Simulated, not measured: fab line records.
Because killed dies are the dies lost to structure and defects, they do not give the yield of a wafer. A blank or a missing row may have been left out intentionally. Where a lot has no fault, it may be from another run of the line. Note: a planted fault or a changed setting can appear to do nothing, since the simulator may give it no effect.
fab line records	flow rit-cmos
record lots=15	wafers=45	last-day=8
route steps=202 shown NWELL@31 M1@202
lots that met no fault: taken from a fault-free run of the same line
start-h: hours from the record's first day to the start of the lot's first wafer shown	wait-h: hours since the lot's step before	" the same as in the row above	L1.1+2: a single row standing in for several wafers	- either no value or no given start	* or withheld: withheld	< > ~ a bound
route shown NAME@n: a module of which the file shows steps, and the number in the route of the first	usual: mean/standard deviation taken from wafers without a fault	same: alike in all rows	chamber/n: place in a boat	sites: each site's reading	_std_site: standard deviation of those values	_edge_site: the outer-site mean with the inner-site mean subtracted	radius-mm: how far each site lies from the wafer's centre	mask NAME#n: copy n	behind: the most recent tool/chamber to have shaped the wafer	hold: the reason the lot was held/the length of the hold in hours/how it ended	device: whichever transistor did not switch (one of n, p or np)	end of line: the same wafers' tests at the end of the route	a step without rows: its recipe alone	killed: at the first sort, the dies lost to defects and structure; wafer yield is something else	map: a wafer's dies, x killed, . not, _ none there
set.NAME: the setting as run; set.NAME@STEP: as run at that earlier step	model.NAME: the simulator's own value behind a step, which no gauge read
route steps across a sampled set of lots; one table per step, one row per wafer
services: a tool's chamber out of use, with start hour (start-h, from the record's first day; less than 0 if before it), hours out, and reason
## steps
# step RIT_NWELL_EXPOSE_03
# recipe mask-id=M2	na=0.57	target-cd-nm=43900	dose-mj=250
# usual reticle-temp-C=23.01/0.1
lot.wafer	tool	chamber	start-h	wait-h	mask	reticle-temp-C
L186.3	iline-stepper-01	0	19.99	0.2	M2#0	23.10
L186.4	"	0	"	"	M2#0	23.01
L186.6	"	0	"	"	M2#0	22.97
L187.1	iline-stepper-02	0	24.98	0.2	M2#0	23.03
L187.3	"	0	"	"	M2#0	23.06
L187.6	"	0	"	"	M2#0	23.23
L188.1	iline-stepper-01	0	30.49	0.2	M2#0	23.01
L188.2	"	0	"	"	M2#0	23.03
L188.6	"	0	"	"	M2#0	23.06
L189.2	iline-stepper-01	0	36.49	0.1	M2#0	22.98
L189.3	"	0	"	"	M2#0	22.81
L189.5	"	0	"	"	M2#0	22.89
L192.2	iline-stepper-02	0	49.85	0.1	M2#0	22.95
L192.5	"	0	"	"	M2#0	23.14
L192.6	"	0	"	"	M2#0	22.94
L195.2	iline-stepper-01	0	66.81	0.2	M2#0	22.92
L195.4	"	0	"	"	M2#0	23.04
L195.6	"	0	"	"	M2#0	22.97
L196.3	iline-stepper-01	0	69.79	0.1	M2#0	23.23
L196.4	"	0	"	"	M2#0	23.05
L196.6	"	0	"	"	M2#0	23.13
L198.3	iline-stepper-02	0	81.07	0.1	M2#0	22.99
L198.4	"	0	"	"	M2#0	22.91
L198.5	"	0	"	"	M2#0	23.09
L199.2	iline-stepper-01	0	85.63	0.2	M2#0	23.09
L199.3	"	0	"	"	M2#0	22.92
L199.5	"	0	"	"	M2#0	22.93
L200.1	iline-stepper-01	0	90.67	0.1	M2#0	23.04
L200.2	"	0	"	"	M2#0	22.98
L200.5	"	0	"	"	M2#0	23.05
L201.3	iline-stepper-01	0	94.86	0.1	M2#0	23.08
L201.4	"	0	"	"	M2#0	23.22
L201.5	"	0	"	"	M2#0	23.06
L203.2	iline-stepper-02	0	105.40	0.1	M2#0	23.02
L203.4	"	0	"	"	M2#0	23.09
L203.6	"	0	"	"	M2#0	23.08
L205.1	iline-stepper-02	0	116.21	0.1	M2#0	23.08
L205.4	"	0	"	"	M2#0	22.92
L205.6	"	0	"	"	M2#0	23.11
L208.2	iline-stepper-02	0	133.00	0.2	M2#0	23.08
L208.3	"	0	"	"	M2#0	23.01
L208.6	"	0	"	"	M2#0	22.88
L209.3	iline-stepper-02	0	138.64	0.1	M2#0	23.05
L209.4	"	0	"	"	M2#0	22.94
L209.6	"	0	"	"	M2#0	22.96
# step RIT_NWELL_OVL_MEAS_06
# usual NWELL_OVL=1.4/1.5
lot.wafer	tool	chamber	start-h	wait-h	NWELL_OVL[nm]
L186.3	overlay-02	-	20.39	-	-0.2
L186.4	"	-	"	"	1.0
L186.6	"	-	"	"	1.5
L187.1	overlay-02	-	25.41	-	1.7
L187.3	"	-	"	"	1.5
L187.6	"	-	"	"	1.0
L188.1	overlay-02	-	30.92	-	-0.2
L188.2	"	-	"	"	-1.1
L188.6	"	-	"	"	0.0
L189.2	overlay-01	-	36.90	-	-0.7
L189.3	"	-	"	"	-0.1
L189.5	"	-	"	"	-1.6
L192.2	overlay-02	-	50.26	-	3.4
L192.5	"	-	"	"	2.5
L192.6	"	-	"	"	2.2
L195.2	overlay-01	-	67.23	-	0.1
L195.4	"	-	"	"	-0.2
L195.6	"	-	"	"	-0.1
L196.3	overlay-01	-	70.20	-	0.4
L196.4	"	-	"	"	1.2
L196.6	"	-	"	"	2.3
L198.3	overlay-02	-	81.47	-	1.2
L198.4	"	-	"	"	0.3
L198.5	"	-	"	"	1.7
L199.2	overlay-01	-	86.04	-	3571.0
L199.3	"	-	"	"	3571.4
L199.5	"	-	"	"	3570.1
L200.1	overlay-01	-	91.10	-	3570.0
L200.2	"	-	"	"	3570.8
L200.5	"	-	"	"	3569.6
L201.3	overlay-02	-	95.26	-	3570.8
L201.4	"	-	"	"	3568.6
L201.5	"	-	"	"	3570.7
L203.2	overlay-01	-	105.82	-	2.5
L203.4	"	-	"	"	0.7
L203.6	"	-	"	"	0.8
L205.1	overlay-02	-	116.67	-	0.7
L205.4	"	-	"	"	3.0
L205.6	"	-	"	"	2.9
L208.2	overlay-01	-	133.42	-	3.5
L208.3	"	-	"	"	4.5
L208.6	"	-	"	"	4.7
L209.3	overlay-02	-	139.04	-	2.0
L209.4	"	-	"	"	1.4
L209.6	"	-	"	"	1.9
# step RIT_M1_PROBE_99
# usual killed_at_M0_to_M3=0.0/0.083	killed-at-contacts=0.1/0.31	killed-at-front-end=6.3/3	killed-dies=6.4/3	killed-on-rim=1.7/1.3	killed-open=3/1.9	killed-short=3.4/1.9
# same gross-dies=264	killed_at_M4_up=0	killed-at-back-side=0	killed-at-other=0
lot.wafer	tool	chamber	start-h	wait-h	killed_at_M0_to_M3	killed-at-contacts	killed-at-front-end	killed-dies	killed-on-rim	killed-open	killed-short
L186.3	prober-01	-	56.61	0.2	0	0	6	6	2	4	2
L186.4	prober-01	-	56.66	0.2	0	0	9	9	4	4	5
L186.6	prober-01	-	56.76	0.2	0	1	4	5	1	4	1
L189.2	prober-02	-	73.60	0.1	0	0	3	3	0	2	1
L189.3	prober-02	-	73.65	0.2	0	0	8	8	2	4	4
L189.5	prober-02	-	73.75	0.2	0	0	6	6	2	1	5
L195.2	prober-02	-	104.21	0.1	0	0	3	3	0	1	2
L195.4	prober-02	-	104.31	0.2	0	0	3	3	2	3	0
L195.6	prober-02	-	104.41	0.2	0	0	4	4	0	1	3
L198.3	prober-01	-	120.03	0.2	0	0	11	11	4	7	4
L198.4	prober-01	-	120.08	0.2	0	1	8	9	2	3	6
L198.5	prober-01	-	120.13	0.2	0	0	9	9	0	6	2
L199.2	prober-02	-	124.92	0.1	0	0	264	264	70	2	3
L199.3	prober-02	-	124.97	0.2	0	0	264	264	70	2	1
L199.5	prober-02	-	125.07	0.2	0	0	264	264	70	3	6
L200.1	prober-01	-	127.88	0.1	0	0	264	264	70	1	1
L200.2	prober-01	-	127.93	0.1	0	1	263	264	70	3	1
L200.5	prober-01	-	128.08	0.2	0	0	264	264	70	6	4
L201.3	prober-02	-	135.63	0.2	0	0	264	264	70	3	1
L201.4	prober-02	-	135.68	0.2	0	0	264	264	70	1	2
L201.5	prober-02	-	135.73	0.2	0	0	264	264	70	2	8
L203.2	prober-02	-	147.06	0.1	0	0	8	8	1	4	4
L203.4	prober-02	-	147.16	0.2	0	0	12	12	4	5	7
L203.6	prober-02	-	147.26	0.2	0	0	6	6	2	1	5
# killed by level:class
L186.3 GATE:geometric-particle:open=2 FOX1:geometric-particle:short=1 FOX1:geometric-particle:open=1 GATE:geometric-particle:short=1 SILICIDE:geometric-particle:open=1
L186.4 GATE:geometric-particle:short=4 GATE:geometric-particle:open=2 FOX1:geometric-particle:short=1 FOX1:geometric-particle:open=1 REOX:geometric-particle:open=1
L186.6 GATE:geometric-particle:open=2 FOX2:geometric-particle:open=1 GATE:geometric-particle:short=1 CONTACT:geometric-particle:open=1
L189.2 FOX1:geometric-particle:open=2 SPACER:geometric-particle:short=1
L189.3 FOX1:geometric-particle:short=2 GATE:geometric-particle:open=2 ACTIVE:geometric-particle:open=1 FOX2:geometric-particle:open=1 FOX2:geometric-particle:short=1 SPACER:geometric-particle:short=1
L189.5 FOX1:geometric-particle:short=2 FOX2:geometric-particle:short=1 GATE:geometric-particle:short=1 SPACER:geometric-particle:open=1 SILICIDE:geometric-particle:short=1
L195.2 REOX:geometric-particle:short=1 REOX:geometric-particle:open=1 SPACER:geometric-particle:short=1
L195.4 SPACER:geometric-particle:open=2 FOX1:geometric-particle:open=1
L195.6 SPACER:geometric-particle:short=2 GATE:geometric-particle:open=1 GATE:geometric-particle:short=1
L198.3 GATE:geometric-particle:open=4 REOX:geometric-particle:open=2 SPACER:geometric-particle:short=2 FOX1:geometric-particle:short=1 FOX2:geometric-particle:open=1 SILICIDE:geometric-particle:short=1
L198.4 GATE:geometric-particle:short=3 REOX:geometric-particle:open=2 FOX1:geometric-particle:short=1 GATE:geometric-particle:open=1 REOX:geometric-particle:short=1 CONTACT:geometric-particle:short=1
L198.5 GATE:geometric-particle:open=2 SPACER:geometric-particle:open=2 FOX1:geometric-particle:short=1 FOX1:geometric-particle:open=1 REOX:geometric-particle:short=1 REOX:geometric-particle:open=1 PWELL:coat-microbubble-printed=1
L199.2 NWELL:overlay=259 FOX1:geometric-particle:short=1 FOX2:geometric-particle:short=1 GATE:geometric-particle:open=1 GATE:geometric-particle:short=1 REOX:geometric-particle:open=1
L199.3 NWELL:overlay=261 GATE:geometric-particle:open=1 REOX:geometric-particle:open=1 SILICIDE:geometric-particle:short=1
L199.5 NWELL:overlay=255 FOX2:geometric-particle:short=2 FOX1:geometric-particle:short=1 FOX1:geometric-particle:open=1 GATE:geometric-particle:short=1 GATE:geometric-particle:open=1 REOX:geometric-particle:open=1 REOX:geometric-particle:short=1
L200.1 NWELL:overlay=262 FOX1:geometric-particle:open=1 SPACER:geometric-particle:short=1
L200.2 NWELL:overlay=260 GATE:geometric-particle:open=1 SILICIDE:geometric-particle:short=1 SILICIDE:geometric-particle:open=1 CONTACT:geometric-particle:open=1
L200.5 NWELL:overlay=254 FOX1:geometric-particle:short=2 SPACER:geometric-particle:open=2 SILICIDE:geometric-particle:open=2 FOX2:geometric-particle:open=1 REOX:geometric-particle:open=1 REOX:geometric-particle:short=1 SILICIDE:geometric-particle:short=1
L201.3 NWELL:overlay=260 GATE:geometric-particle:open=1 GATE:geometric-particle:short=1 REOX:geometric-particle:open=1 SILICIDE:geometric-particle:open=1
L201.4 NWELL:overlay=261 GATE:geometric-particle:short=1 REOX:geometric-particle:short=1 SPACER:geometric-particle:open=1
L201.5 NWELL:overlay=254 GATE:geometric-particle:short=4 SPACER:geometric-particle:short=3 GATE:geometric-particle:open=2 ACTIVE:geometric-particle:short=1
L203.2 SILICIDE:geometric-particle:short=3 FOX1:geometric-particle:short=1 FOX1:geometric-particle:open=1 REOX:geometric-particle:open=1 SPACER:geometric-particle:open=1 SILICIDE:geometric-particle:open=1
L203.4 FOX1:geometric-particle:open=3 REOX:geometric-particle:short=3 GATE:geometric-particle:short=2 FOX1:geometric-particle:short=1 FOX2:geometric-particle:short=1 GATE:geometric-particle:open=1 SILICIDE:geometric-particle:open=1
L203.6 GATE:geometric-particle:short=4 FOX1:geometric-particle:short=1 SILICIDE:geometric-particle:open=1
## services
tool	chamber	start-h	hours	kind
iline-stepper-02	0	18.97	-	calibration
iline-stepper-02	-	35.18	1.7	pm
iline-stepper-01	-	91.27	1.7	pm
## key
first-sign step=RIT_NWELL_OVL_MEAS_06	reading=NWELL_OVL	direction=up	sigmas=99+	usual=1.4	struck=3570.3
effect step=RIT_M1_PROBE_99	reading=killed-dies	direction=up	sigmas=87	usual=6.4	struck=264
more-kills-born-at RIT_NWELL_EXPOSE_03@iline-stepper-01=2326
met-at RIT_NWELL_EXPOSE_03
struck-lots L199,L200,L201
tester-left-out L199,L200,L201
onset-between 69.79 85.63
fault kind=scanner-matching-overlay	tool=iline-stepper-01	chamber=-	onset-h=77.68	steps=RIT_NWELL_EXPOSE_03	offset=3570.1
# tester-left-out: of these lots the tester's yield and bins aren't shown, on N5 and GAA mostly nor the transistor test; their killed dies are dies lost to structure and defects alone, not to doping, threshold or leakage, so they don't give the yield
